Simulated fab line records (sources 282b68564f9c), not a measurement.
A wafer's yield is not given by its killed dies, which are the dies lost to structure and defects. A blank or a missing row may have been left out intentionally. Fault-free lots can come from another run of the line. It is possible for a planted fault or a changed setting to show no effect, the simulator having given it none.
A struck lot beside a sound one | flow ritCmos | 15 out of 202 route steps
Sound: these wafers, L849.1, L849.3, L849.4. Wafers L852.1, L852.4, L852.6 were the ones struck. The cause is named last.
For every step that has rows: the tool of each side, followed by ch and its chambers, followed by its first start. Under that, the readings that differ: sound wafers | struck wafers | difference of the means | sigmas: that difference in standard deviations of wafers without a fault.
alike: readings with means less than 2 such deviations apart, plus words and numbers identical on both sides. not compared: withheld readings, readings lacking a value on some wafer, bounds such as >300 that could conceal the same value, and numbers that have no deviation in the record and whose values overlap.
Wherever a step has rows on one side only, a row that says differs or no value, or a row with sigmas, the two part there. Non-overlapping numbers with no deviation appear without sigmas and do not part them. A reading that every wafer of one side lacks parts them only if that side has two wafers or more.

first, 3 steps without rows for these wafers: RIT_GATE_CLEAN_02 (cleans in dHF, time 30 s); RIT_GATE_CLEAN_03 (cleans in SC2, time 600 s); RIT_GATE_CLEAN_04 (cleans in dHF, time 60 s).
RIT_FOX2_THK_MEAS_91:
  sound on filmMetro-03 at day 3 20:51; struck on filmMetro-04 at day 4 10:28
  alike: FIELD_OXIDE_LEFT_2_THK
then, 2 steps without rows for these wafers: RIT_GATE_OXIDATION_05 (target thk 3 nm, ox time 270 s); RIT_GATE_ANNEAL_06 (time 600 s).
RIT_GATE_THK_MEAS_07:
  sound on filmMetro-02 at day 4 01:22; struck on filmMetro-04 at day 4 13:10
  alike: GATE_OXIDE_THK
then, 1 step without rows for these wafers: RIT_GATE_CVD_08 (deposits poly-Si from SiH4, target thk 250 nm, time 2220 s).
RIT_GATE_THK_MEAS_09:
  sound on filmMetro-02 at day 4 03:02; struck on filmMetro-04 at day 4 14:50
  alike: GATE_POLY_THK
then, 3 steps without rows for these wafers: RIT_GATE_HMDS_10 (prime time 60 s); RIT_GATE_COAT_11 (resist thk 850 nm); RIT_GATE_SOFTBAKE_12 (time 60 s).
RIT_GATE_EXPOSE_13: exposes mask M6, target cd 150 nm.
  sound on ilineStepper-02 ch 0, day 4 03:41; struck on ilineStepper-02 ch 0, day 4 15:20
reading                    | sound             | struck               | difference | sigmas
model.GATE.overlayXNm (nm) | 1.252 1.252 1.252 | 0.9492 0.9492 0.9492 | -0.3028    | 
  alike: mask
next, for these wafers, 1 step has no rows: RIT_GATE_PEB_14.
RIT_M1_PROBE_99:
  sound on prober-01 at day 5 00:46; struck on prober-02 at day 5 13:20
  alike: killedAtContacts, killedAtFrontEnd, killedDies, killedOpen, killedShort

## WHERE THEY PART
Nowhere in this record.

WHY: the cause the simulator had injected
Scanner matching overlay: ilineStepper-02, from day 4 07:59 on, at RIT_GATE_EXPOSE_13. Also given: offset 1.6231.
